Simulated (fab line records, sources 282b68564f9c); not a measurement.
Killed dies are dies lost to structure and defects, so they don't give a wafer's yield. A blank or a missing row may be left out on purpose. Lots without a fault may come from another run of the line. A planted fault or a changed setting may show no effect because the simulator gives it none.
fab line records | flow rit_cmos | part 1 of 2: steps 1 to 38 of 52
record lots=5 wafers=15 last_day=7
route steps=202 shown PWELL@40 WELLDRIVE@50 NWELL@51 NRETRO@53 PRETRO@64 GATE@75 FOX2@80
lots that met no fault: from a run of the same line without faults
start_h: hours from the record's first day to the start of the lot's first wafer shown | wait_h: hours since the lot's step before | " the same as in the row above | L1.1+2: a row that stands for several wafers | - no value, or no start given | * or withheld: withheld | < > ~ a bound
route shown NAME@n: a module of which the file shows steps, and the number in the route of the first | usual: mean/standard deviation of fault-free wafers | same: alike in all rows | chamber/n: place in a boat | sites: the reading at each site | _std_site: their standard deviation | _edge_site: outer sites' mean less inner sites' | radius_mm: how far each site lies from the wafer's centre | mask NAME#n: copy n | behind: the tool/chamber that last shaped the wafer | hold: why the lot was held/for how many hours/how that ended | device: the transistor (n, p or np) that didn't switch | end of line: the same wafers' tests at the end of the route | a step without rows: its recipe alone | killed: dies lost to structure and defects at the first sort, not the wafer's yield | map: a wafer's dies, x killed, . not, _ none there
set.NAME: the setting as run; set.NAME@STEP: as run at that earlier step | model.NAME: the simulator's own value behind a step, which no gauge read
lots at some steps of the route; a table a step, a row a wafer
services: from which hour (start_h, from the record's first day; less than 0 if before it) a tool's chamber was out of use, for how many hours, and why
## steps
# step RIT_PWELL_COAT_01
# recipe resist=NOVOLAK spin_rpm=2000 resist_thk_nm=1300
# columns lot.wafer tool chamber start_h wait_h
L075.1+3+5 litho_track-02 0 31.77 0.1
L077.1+3+4 litho_track-04 0 38.79 0.1
L087.1+2+3 litho_track-04 0 88.01 0.1
L089.4+5+6 litho_track-03 0 97.89 0.1
L095.2+3+4 litho_track-02 0 131.76 0.1
# step RIT_PWELL_SOFTBAKE_02
# recipe resist=NOVOLAK temp_c=90 time_s=60
# columns lot.wafer tool chamber start_h wait_h
L075.1+3+5 litho_track-02 0 31.92 0.1
L077.1+3+4 litho_track-04 0 38.94 0.1
L087.1+2+3 litho_track-04 0 88.16 0.1
L089.4+5+6 litho_track-03 0 98.04 0.1
L095.2+3+4 litho_track-02 0 131.91 0.1
# step RIT_PWELL_EXPOSE_03
# recipe mask_id=M3 na=0.57 target_cd_nm=43700 dose_mj=250
# same na=0.57
# columns lot.wafer tool chamber start_h wait_h mask
L075.1+3+5 iline_stepper-02 0 32.19 0.2 M3#0
L077.1+3+4 iline_stepper-01 0 39.09 0.1 M3#0
L087.1+2+3 iline_stepper-01 0 88.31 0.1 M3#0
L089.4+5+6 iline_stepper-01 0 98.17 0.1 M3#0
L095.2+3+4 iline_stepper-02 0 132.05 0.1 M3#0
# step RIT_PWELL_PEB_04
# recipe resist=NOVOLAK temp_c=withheld time_s=withheld
# columns lot.wafer tool chamber start_h wait_h
L075.1+3+5 litho_track-03 0 32.31 0.1
L077.1+3+4 litho_track-04 0 39.21 0.1
L087.1+2+3 litho_track-02 0 88.43 0.1
L089.4+5+6 litho_track-02 0 98.30 0.1
L095.2+3+4 litho_track-03 0 132.18 0.1
# step RIT_PWELL_DEVELOP_05
# recipe resist=NOVOLAK develop_time_s=68 dev_temp_c=23
# same develop_time_s=68
# columns lot.wafer tool chamber start_h wait_h
L075.1+3+5 litho_track-03 0 - -
L077.1+3+4 litho_track-04 0 - -
L087.1+2+3 litho_track-02 0 - -
L089.4+5+6 litho_track-02 0 - -
L095.2+3+4 litho_track-03 0 - -
# step RIT_PWELL_OVL_MEAS_06
# usual PWELL_OVL=-1.6/1.3
# columns lot.wafer tool chamber start_h wait_h PWELL_OVL[nm]
L075.1 overlay-01 - 32.62 - -0.9
L075.3 " - " " -0.8
L075.5 " - " " -0.2
L077.1 overlay-02 - 39.52 - -0.6
L077.3 " - " " -3.4
L077.4 " - " " 0.3
L087.1 overlay-01 - 88.74 - -3.9
L087.2 " - " " -2.3
L087.3 " - " " -1.6
L089.4 overlay-02 - 98.56 - -3.5
L089.5 " - " " -0.7
L089.6 " - " " -2.4
L095.2 overlay-02 - 132.47 - 0.3
L095.3 " - " " 0.1
L095.4 " - " " -0.4
# step RIT_PWELL_HARDBAKE_07
# recipe resist=NOVOLAK temp_c=140 time_s=120
# columns lot.wafer tool chamber start_h wait_h
L075.1+3+5 litho_track-02 0 32.66 0.0
L077.1+3+4 litho_track-02 0 39.56 0.0
L087.1+2+3 litho_track-04 0 88.78 0.0
L089.4+5+6 litho_track-04 0 98.70 0.1
L095.2+3+4 litho_track-02 0 132.54 0.1
# step RIT_PWELL_IMPLANT_08
# recipe species=B energy_kev=170 dose_cm2=7e+13 tilt_deg=7
# columns lot.wafer tool chamber start_h wait_h
L075.1+3+5 implanter-02 0 32.91 0.2
L077.1+3+4 implanter-02 0 39.81 0.2
L087.1+2+3 implanter-03 0 89.03 0.2
L089.4+5+6 implanter-03 0 98.90 0.2
L095.2+3+4 implanter-04 0 132.78 0.2
# step RIT_PWELL_STRIP_09
# recipe chemistry=O2 time_s=180 resist=NOVOLAK platen_temp_c=withheld power_w=500 pressure_mtorr=4000 o2_flow_sccm=4000
# usual drypump_motor_current_A=5.95/0.25
# columns lot.wafer tool chamber start_h wait_h drypump_motor_current_A rf_hours_counter_h
L075.1 plasma_asher-03 0 33.06 0.1 6.00 38
L075.3 " 1 " " 5.93 -
L075.5 " 1 " " 5.92 -
L077.1 plasma_asher-03 0 39.96 0.1 6.02 39
L077.3 " 1 " " 5.91 -
L077.4 " 0 " " 6.03 -
L087.1 plasma_asher-03 0 89.18 0.1 6.03 44
L087.2 " 1 " " 5.90 44
L087.3 " 1 " " 5.91 -
L089.4 plasma_asher-04 0 99.04 0.1 6.14 -
L089.5 " 1 " " 6.28 -
L089.6 " 0 " " 6.15 -
L095.2 plasma_asher-03 0 132.90 0.1 6.03 2
L095.3 " 0 " " 6.06 -
L095.4 " 1 " " 5.94 -
# step RIT_PWELL_TW_MEAS_10
# usual PWELL_TW=953/7.2
# columns lot.wafer tool chamber start_h wait_h PWELL_TW
L075.1 film_metro-02 - 33.24 0.1 955
L075.3 " - " " 950
L075.5 " - " " 950
L077.1 film_metro-03 - 40.13 0.1 956
L077.3 " - " " 955
L077.4 " - " " 953
L087.1 film_metro-04 - 89.35 0.1 945
L087.2 " - " " 941
L087.3 " - " " 947
L089.4 film_metro-04 - 99.18 0.1 937
L089.5 " - " " 937
L089.6 " - " " 936
L095.2 film_metro-04 - 133.09 0.1 951
L095.3 " - " " 943
L095.4 " - " " 948
# step RIT_WELLDRIVE_ANNEAL_00
# recipe temp_c=1100 time_s=14700 ambient=N2
# columns lot.wafer tool chamber start_h wait_h
L075.1+3+5 furnace-03 0 34.51 1.3
L077.1+3+4 furnace-03 0 40.19 0.1
L087.1+2+3 furnace-01 0 89.80 0.4
L089.4+5+6 furnace-03 0 99.86 0.7
L095.2+3+4 furnace-01 0 137.41 4.3
# step RIT_WELLDRIVE_RS_MEAS_01
# recipe thk_meas_gauge=four-point-probe
# usual NWELL_RS=275.9/0.72
# columns lot.wafer tool chamber start_h wait_h NWELL_RS[ohm/sq]
L075.1 film_metro-03 - 39.63 0.0 275.3
L075.3 " - " " 275.9
L075.5 " - " " 275.7
L077.1 film_metro-02 - 45.27 0.0 276.6
L077.3 " - " " 276.2
L077.4 " - " " 275.7
L087.1 film_metro-02 - 94.89 0.0 275.8
L087.2 " - " " 276.4
L087.3 " - " " 276.0
L089.4 film_metro-02 - 105.00 0.1 276.3
L089.5 " - " " 275.5
L089.6 " - " " 276.1
L095.2 film_metro-04 - 142.51 0.0 275.6
L095.3 " - " " 277.0
L095.4 " - " " 276.2
# step RIT_WELLDRIVE_RS_MEAS_02
# recipe thk_meas_gauge=four-point-probe
# usual PWELL_RS=429.9/1.4
# columns lot.wafer tool chamber start_h wait_h PWELL_RS[ohm/sq]
L075.1 film_metro-03 - 39.75 0.1 429.3
L075.3 " - " " 431.2
L075.5 " - " " 430.5
L077.1 film_metro-02 - 45.39 0.1 428.0
L077.3 " - " " 429.8
L077.4 " - " " 430.3
L087.1 film_metro-02 - 95.01 0.1 428.9
L087.2 " - " " 428.9
L087.3 " - " " 429.6
L089.4 film_metro-02 - 105.12 0.1 431.4
L089.5 " - " " 431.5
L089.6 " - " " 431.6
L095.2 film_metro-04 - 142.63 0.1 428.3
L095.3 " - " " 428.3
L095.4 " - " " 428.0
# step RIT_NRETRO_HMDS_00
# recipe prime_time_s=60 prime_temp_c=140
# usual prime_temp_c=140.01/0.15
# columns lot.wafer tool chamber start_h wait_h prime_temp_c
L075.1 litho_track-01 0 39.87 0.1 140.22
L075.3 " 0 " " 139.93
L075.5 " 0 " " 140.07
L077.1 litho_track-01 0 45.51 0.1 140.04
L077.3 " 0 " " 140.05
L077.4 " 0 " " 139.99
L087.1 litho_track-03 0 95.13 0.1 139.92
L087.2 " 0 " " 139.77
L087.3 " 0 " " 140.02
L089.4 litho_track-04 0 105.36 0.2 139.95
L089.5 " 0 " " 139.99
L089.6 " 0 " " 139.94
L095.2 litho_track-04 0 142.76 0.1 139.99
L095.3 " 0 " " 139.92
L095.4 " 0 " " 139.97
# step RIT_NRETRO_COAT_01
# recipe resist=NOVOLAK spin_rpm=2000 resist_thk_nm=1300
# columns lot.wafer tool chamber start_h wait_h
L075.1+3+5 litho_track-01 0 40.02 0.1
L077.1+3+4 litho_track-01 0 45.66 0.1
L087.1+2+3 litho_track-03 0 95.28 0.1
L089.4+5+6 litho_track-04 0 105.51 0.1
L095.2+3+4 litho_track-04 0 142.91 0.1
# step RIT_NRETRO_SOFTBAKE_02
# recipe resist=NOVOLAK temp_c=90 time_s=60
# columns lot.wafer tool chamber start_h wait_h
L075.1+3+5 litho_track-01 0 40.17 0.1
L077.1+3+4 litho_track-01 0 45.81 0.1
L087.1+2+3 litho_track-03 0 95.43 0.1
L089.4+5+6 litho_track-04 0 105.66 0.1
L095.2+3+4 litho_track-04 0 143.06 0.1
# step RIT_NRETRO_EXPOSE_03
# recipe mask_id=M4 na=0.57 target_cd_nm=43900 dose_mj=250
# same na=0.57
# columns lot.wafer tool chamber start_h wait_h mask
L075.1+3+5 iline_stepper-01 0 40.34 0.1 M4#0
L077.1+3+4 iline_stepper-02 0 46.09 0.2 M4#0
L087.1+2+3 iline_stepper-02 0 95.70 0.2 M4#0
L089.4+5+6 iline_stepper-02 0 105.92 0.2 M4#0
L095.2+3+4 iline_stepper-01 0 143.33 0.2 M4#0
# step RIT_NRETRO_PEB_04
# recipe resist=NOVOLAK temp_c=withheld time_s=withheld
# columns lot.wafer tool chamber start_h wait_h
L075.1+3+5 litho_track-01 0 40.45 0.1
L077.1+3+4 litho_track-03 0 46.21 0.1
L087.1+2+3 litho_track-01 0 95.82 0.1
L089.4+5+6 litho_track-03 0 106.05 0.1
L095.2+3+4 litho_track-04 0 143.45 0.1
# step RIT_NRETRO_DEVELOP_05
# recipe resist=NOVOLAK develop_time_s=68 dev_temp_c=23
# same develop_time_s=68
# columns lot.wafer tool chamber start_h wait_h
L075.1+3+5 litho_track-01 0 - -
L077.1+3+4 litho_track-03 0 - -
L087.1+2+3 litho_track-01 0 - -
L089.4+5+6 litho_track-03 0 - -
L095.2+3+4 litho_track-04 0 - -
# step RIT_NRETRO_OVL_MEAS_06
# usual NRETRO_OVL=-0.5/1.1
# columns lot.wafer tool chamber start_h wait_h NRETRO_OVL[nm]
L075.1 overlay-01 - 40.77 - -0.6
L075.3 " - " " -2.9
L075.5 " - " " -1.4
L077.1 overlay-01 - 46.52 - 0.1
L077.3 " - " " -0.7
L077.4 " - " " -0.8
L087.1 overlay-01 - 96.13 - -2.7
L087.2 " - " " -1.0
L087.3 " - " " -2.3
L089.4 overlay-02 - 106.31 - -0.3
L089.5 " - " " 0.3
L089.6 " - " " 0.6
L095.2 overlay-01 - 143.74 - -1.1
L095.3 " - " " -0.7
L095.4 " - " " -1.7
# step RIT_NRETRO_HARDBAKE_07
# recipe resist=NOVOLAK temp_c=140 time_s=120
# columns lot.wafer tool chamber start_h wait_h
L075.1+3+5 litho_track-01 0 40.80 0.0
L077.1+3+4 litho_track-04 0 46.55 0.0
L087.1+2+3 litho_track-04 0 96.17 0.0
L089.4+5+6 litho_track-01 0 106.45 0.1
L095.2+3+4 litho_track-04 0 143.81 0.1
# step RIT_NRETRO_IMPLANT_08
# recipe species=P energy_kev=70 dose_cm2=1e+13 tilt_deg=7
# columns lot.wafer tool chamber start_h wait_h
L075.1+3+5 implanter-03 0 41.05 0.2
L077.1+3+4 implanter-03 0 46.80 0.2
L087.1+2+3 implanter-03 0 96.42 0.2
L089.4+5+6 implanter-01 0 106.65 0.2
L095.2+3+4 implanter-01 0 144.05 0.2
# step RIT_NRETRO_STRIP_09
# recipe chemistry=O2 time_s=180 resist=NOVOLAK platen_temp_c=withheld power_w=500 pressure_mtorr=4000 o2_flow_sccm=4000
# usual drypump_motor_current_A=5.7/0.43
# columns lot.wafer tool chamber start_h wait_h drypump_motor_current_A rf_hours_counter_h
L075.1 plasma_asher-01 0 41.20 0.1 5.6 25
L075.3 " 1 " " 5.0 -
L075.5 " 1 " " 5.0 -
L077.1 plasma_asher-04 0 46.95 0.1 6.2 39
L077.3 " 1 " " 6.3 -
L077.4 " 0 " " 6.2 -
L087.1 plasma_asher-04 0 96.57 0.1 6.2 45
L087.2 " 1 " " 6.3 45
L087.3 " 0 " " 6.2 -
L089.4 plasma_asher-02 1 106.78 0.1 5.6 -
L089.5 " 1 " " 5.6 -
L089.6 " 0 " " 5.5 -
L095.2 plasma_asher-02 1 144.17 0.1 5.6 51
L095.3 " 1 " " 5.6 -
L095.4 " 0 " " 5.5 -
# step RIT_NRETRO_TW_MEAS_10
# usual NRETRO_TW=1050/7.9
# columns lot.wafer tool chamber start_h wait_h NRETRO_TW
L075.1 film_metro-04 - 41.38 0.1 1048
L075.3 " - " " 1052
L075.5 " - " " 1048
L077.1 film_metro-03 - 47.13 0.1 1058
L077.3 " - " " 1055
L077.4 " - " " 1057
L087.1 film_metro-01 - 96.74 0.1 1050
L087.2 " - " " 1050
L087.3 " - " " 1045
L089.4 film_metro-01 - 106.93 0.1 1045
L089.5 " - " " 1046
L089.6 " - " " 1048
L095.2 film_metro-01 - 144.36 0.1 1046
L095.3 " - " " 1055
L095.4 " - " " 1050
# step RIT_PRETRO_HMDS_00
# recipe prime_time_s=60 prime_temp_c=140
# usual prime_temp_c=140.02/0.13
# columns lot.wafer tool chamber start_h wait_h prime_temp_c
L075.1 litho_track-02 0 41.57 0.2 139.79
L075.3 " 0 " " 139.95
L075.5 " 0 " " 139.96
L077.1 litho_track-04 0 47.19 0.1 140.03
L077.3 " 0 " " 139.98
L077.4 " 0 " " 140.12
L087.1 litho_track-04 0 96.80 0.1 139.78
L087.2 " 0 " " 139.97
L087.3 " 0 " " 140.13
L089.4 litho_track-04 0 107.03 0.1 140.04
L089.5 " 0 " " 140.21
L089.6 " 0 " " 139.98
L095.2 litho_track-01 0 144.43 0.1 139.88
L095.3 " 0 " " 140.10
L095.4 " 0 " " 139.99
# step RIT_PRETRO_COAT_01
# recipe resist=NOVOLAK spin_rpm=2000 resist_thk_nm=1300
# columns lot.wafer tool chamber start_h wait_h
L075.1+3+5 litho_track-02 0 41.72 0.1
L077.1+3+4 litho_track-04 0 47.34 0.1
L087.1+2+3 litho_track-04 0 96.95 0.1
L089.4+5+6 litho_track-04 0 107.18 0.1
L095.2+3+4 litho_track-01 0 144.58 0.1
# step RIT_PRETRO_SOFTBAKE_02
# recipe resist=NOVOLAK temp_c=90 time_s=60
# columns lot.wafer tool chamber start_h wait_h
L075.1+3+5 litho_track-02 0 41.87 0.1
L077.1+3+4 litho_track-04 0 47.49 0.1
L087.1+2+3 litho_track-04 0 97.10 0.1
L089.4+5+6 litho_track-04 0 107.33 0.1
L095.2+3+4 litho_track-01 0 144.73 0.1
# step RIT_PRETRO_EXPOSE_03
# recipe mask_id=M5 na=0.57 target_cd_nm=43700 dose_mj=250
# same na=0.57
# columns lot.wafer tool chamber start_h wait_h mask
L075.1+3+5 iline_stepper-01 0 42.02 0.1 M5#0
L077.1+3+4 iline_stepper-01 0 47.76 0.2 M5#0
L087.1+2+3 iline_stepper-01 0 97.38 0.2 M5#0
L089.4+5+6 iline_stepper-02 0 107.47 0.1 M5#0
L095.2+3+4 iline_stepper-02 0 145.00 0.2 M5#0
# step RIT_PRETRO_PEB_04
# recipe resist=NOVOLAK temp_c=withheld time_s=withheld
# columns lot.wafer tool chamber start_h wait_h
L075.1+3+5 litho_track-02 0 42.14 0.1
L077.1+3+4 litho_track-04 0 47.88 0.1
L087.1+2+3 litho_track-02 0 97.49 0.1
L089.4+5+6 litho_track-02 0 107.60 0.1
L095.2+3+4 litho_track-01 0 145.12 0.1
# step RIT_PRETRO_DEVELOP_05
# recipe resist=NOVOLAK develop_time_s=68 dev_temp_c=23
# same develop_time_s=68
# columns lot.wafer tool chamber start_h wait_h
L075.1+3+5 litho_track-02 0 - -
L077.1+3+4 litho_track-04 0 - -
L087.1+2+3 litho_track-02 0 - -
L089.4+5+6 litho_track-02 0 - -
L095.2+3+4 litho_track-01 0 - -
# step RIT_PRETRO_OVL_MEAS_06
# usual PRETRO_OVL=-0.2/1.5
# columns lot.wafer tool chamber start_h wait_h PRETRO_OVL[nm]
L075.1 overlay-01 - 42.45 - 0.1
L075.3 " - " " 1.1
L075.5 " - " " 2.5
L077.1 overlay-01 - 48.19 - -0.5
L077.3 " - " " -0.2
L077.4 " - " " 1.1
L087.1 overlay-02 - 97.81 - 1.8
L087.2 " - " " 0.7
L087.3 " - " " 1.5
L089.4 overlay-02 - 107.86 - -2.3
L089.5 " - " " -1.8
L089.6 " - " " -0.6
L095.2 overlay-02 - 145.42 - 0.8
L095.3 " - " " -0.5
L095.4 " - " " -2.2
# step RIT_PRETRO_HARDBAKE_07
# recipe resist=NOVOLAK temp_c=140 time_s=120
# columns lot.wafer tool chamber start_h wait_h
L075.1+3+5 litho_track-02 0 42.49 0.0
L077.1+3+4 litho_track-02 0 48.33 0.1
L087.1+2+3 litho_track-01 0 98.08 0.3
L089.4+5+6 litho_track-01 0 108.00 0.1
L095.2+3+4 litho_track-01 0 145.49 0.1
# step RIT_PRETRO_IMPLANT_08
# recipe species=B energy_kev=45 dose_cm2=1.2e+13 tilt_deg=7
# columns lot.wafer tool chamber start_h wait_h
L075.1+3+5 implanter-03 0 42.74 0.2
L077.1+3+4 implanter-03 0 48.58 0.2
L087.1+2+3 implanter-01 0 98.33 0.2
L089.4+5+6 implanter-03 0 108.20 0.2
L095.2+3+4 implanter-03 0 145.72 0.2
# step RIT_PRETRO_STRIP_09
# recipe chemistry=O2 time_s=180 resist=NOVOLAK platen_temp_c=withheld power_w=500 pressure_mtorr=4000 o2_flow_sccm=4000
# usual drypump_motor_current_A=5.6/0.37
# columns lot.wafer tool chamber start_h wait_h drypump_motor_current_A rf_hours_counter_h
L075.1 plasma_asher-03 1 42.89 0.1 5.9 40
L075.3 " 0 " " 6.0 -
L075.5 " 1 " " 5.9 -
L077.1 plasma_asher-02 1 48.73 0.1 5.6 41
L077.3 " 0 " " 5.5 -
L077.4 " 1 " " 5.6 -
L087.1 plasma_asher-03 0 98.48 0.1 6.0 45
L087.2 " 1 " " 5.9 45
L087.3 " 1 " " 5.9 -
L089.4 plasma_asher-01 0 108.33 0.1 5.5 -
L089.5 " 0 " " 5.6 -
L089.6 " 1 " " 5.0 -
L095.2 plasma_asher-01 1 145.85 0.1 5.0 36
L095.3 " 1 " " 5.0 -
L095.4 " 0 " " 5.6 -
# step RIT_PRETRO_TW_MEAS_10
# usual PRETRO_TW=476/3.3
# columns lot.wafer tool chamber start_h wait_h PRETRO_TW
L075.1 film_metro-02 - 43.06 0.1 473
L075.3 " - " " 474
L075.5 " - " " 473
L077.1 film_metro-03 - 48.91 0.1 480
L077.3 " - " " 478
L077.4 " - " " 482
L087.1 film_metro-03 - 98.66 0.1 480
L087.2 " - " " 477
L087.3 " - " " 476
L089.4 film_metro-03 - 108.48 0.1 481
L089.5 " - " " 478
L089.6 " - " " 480
L095.2 film_metro-01 - 146.03 0.1 473
L095.3 " - " " 474
L095.4 " - " " 473
# step RIT_GATE_WET_ETCH_00
# recipe chemistry=BOE target=SiO2 target_depth_nm=56 time_s=60 dry=n2_spin dilution=10:1 temp_c=21.5
# columns lot.wafer tool chamber start_h wait_h
L075.1+3+5 wet_bench-04 0 43.12 0.1
L077.1+3+4 wet_bench-02 3 49.03 0.1
L087.1+2+3 wet_bench-04 1 98.72 0.1
L089.4+5+6 wet_bench-03 1 108.51 0.0
L095.2+3+4 wet_bench-03 3 146.08 0.0
# step RIT_GATE_CLEAN_01
# recipe chemistry=SC1 mix=3:3:50 time_s=600 temp_c=75
# usual bath_guard_temp_C=75.1/0.63
# columns lot.wafer tool chamber start_h wait_h bath_guard_temp_C
L075.1 wet_bench-03 2 43.15 0.0 74.9
L075.3 " 2 " " 74.1
L075.5 " 2 " " 74.6
L077.1 wet_bench-04 0 49.10 0.0 74.7
L077.3 " 0 " " 74.7
L077.4 " 0 " " 75.0
L087.1 wet_bench-02 1 98.74 0.0 75.9
L087.2 " 1 " " 75.6
L087.3 " 1 " " 75.7
L089.4 wet_bench-02 3 108.53 0.0 75.2
L089.5 " 3 " " 75.4
L089.6 " 3 " " 75.5
L095.2 wet_bench-04 0 146.11 0.0 74.8
L095.3 " 0 " " 74.5
L095.4 " 0 " " 74.7
# step RIT_GATE_CLEAN_02
# recipe chemistry=dHF dilution=50:1 time_s=30
# columns lot.wafer tool chamber start_h wait_h
L075.1+3+5 wet_bench-02 3 43.32 0.0
L077.1+3+4 wet_bench-03 0 49.30 0.0
L087.1+2+3 wet_bench-03 1 98.92 0.0
L089.4+5+6 wet_bench-04 1 108.71 0.0
L095.2+3+4 wet_bench-02 1 146.28 0.0
